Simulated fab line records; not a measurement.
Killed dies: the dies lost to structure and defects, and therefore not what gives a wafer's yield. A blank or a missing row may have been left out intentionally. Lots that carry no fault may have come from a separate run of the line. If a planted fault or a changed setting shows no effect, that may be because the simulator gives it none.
Struck lot and sound lot, side by side	flow berkeley-cmos170	13 steps out of a route of 331
Sound: the wafers L974.1, L974.5, L974.6. Struck: wafers L987.1, L987.3, L987.4. At the end, the cause is stated.
Per side, at each step with rows, come the tool, then ch with its chambers, and then its first start. Under that, the readings that differ: sound wafers	struck wafers	difference of the means	sigmas: that difference in standard deviations of wafers without a fault.
alike: readings with means less than 2 such deviations apart, plus words and numbers identical on both sides. not compared: withheld readings, readings lacking a value on some wafer, bounds such as >300 that could conceal the same value, and numbers that have no deviation in the record and whose values overlap.
The two part at a step that has a row with sigmas, a row that says differs or no value, or rows on one side only. Non-overlapping numbers with no deviation appear without sigmas and do not part them. Lack of a reading on every wafer of one side parts them only where that side has two or more wafers.

UCB170_START_BOW_MEAS_00:
  sound on film-metro-03 at day 2 11:00; struck on film-metro-01 at day 5 04:00
  alike: INCOMING_BOW
then, 2 steps without rows for these wafers: UCB170_START_CLEAN_01 (cleans in dHF, time 60 s); UCB170_START_OXIDATION_02 (target thk 20 nm, ox time 1800 s).
UCB170_START_THK_MEAS_03:
  sound on film-metro-03 at day 2 15:37; struck on film-metro-03 at day 5 07:19
  alike: START_OXIDE_THK
then, 4 steps without rows for these wafers: UCB170_START_ANNEAL_04 (time 1200 s); UCB170_ZERO_HMDS_00 (prime time 60 s); UCB170_ZERO_COAT_01 (resist thk 900 nm); UCB170_ZERO_SOFTBAKE_02 (time 60 s).
UCB170_ZERO_EXPOSE_03: exposes mask PM MARKS, target cd 4000 nm.
  struck on krf-scanner-02, day 5 11:02; sound on krf-scanner-02 ch 0, day 2 17:35
  no value came back on the struck wafers for exposure-dose-mJ-cm2, focus-offset-nm (nm), sigma-outer; on the sound wafers exposure-dose-mJ-cm2 reads 29.997 29.990 30.051
  alike: mask
then, 2 steps without rows for these wafers: UCB170_ZERO_PEB_04; UCB170_ZERO_DEVELOP_05 (develop time 45 s).
UCB170_ZERO_ETCH_06: etches SiO2 in CHF3/CF4/Ar, time 12 s.
  sound on rie-diel-02 ch 0,2,3, day 2 18:03; struck on rie-diel-02 ch 1,2, day 5 11:25
reading	sound	struck	difference	sigmas
oes-product-au (a.u.)	0.628 0.606 0.620	0.382 0.379 0.383	-0.237	-20
  alike: drypump-motor-current-A, throttle-valve-pct
  not compared: rf-hours-counter-h
UCB170_ZERO_STRIP_07: strips in O2.
  sound on plasma-asher-01 ch 0,1, day 2 18:04; struck on plasma-asher-03 ch 0,1, day 5 11:27
  alike: drypump-motor-current-A, oes-product-au, strip-time-to-endpoint-s
  not compared: rf-hours-counter-h

## WHERE THEY PART
Earliest at UCB170_ZERO_EXPOSE_03; latest, in this record, at UCB170_ZERO_ETCH_06. Later steps at which nothing parts them and some readings are alike: UCB170_ZERO_STRIP_07.

WHY: what the simulator had put in
Beginning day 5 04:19, the whole step at UCB170_ZERO_EXPOSE_03 was skipped on krf-scanner-02. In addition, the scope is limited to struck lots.
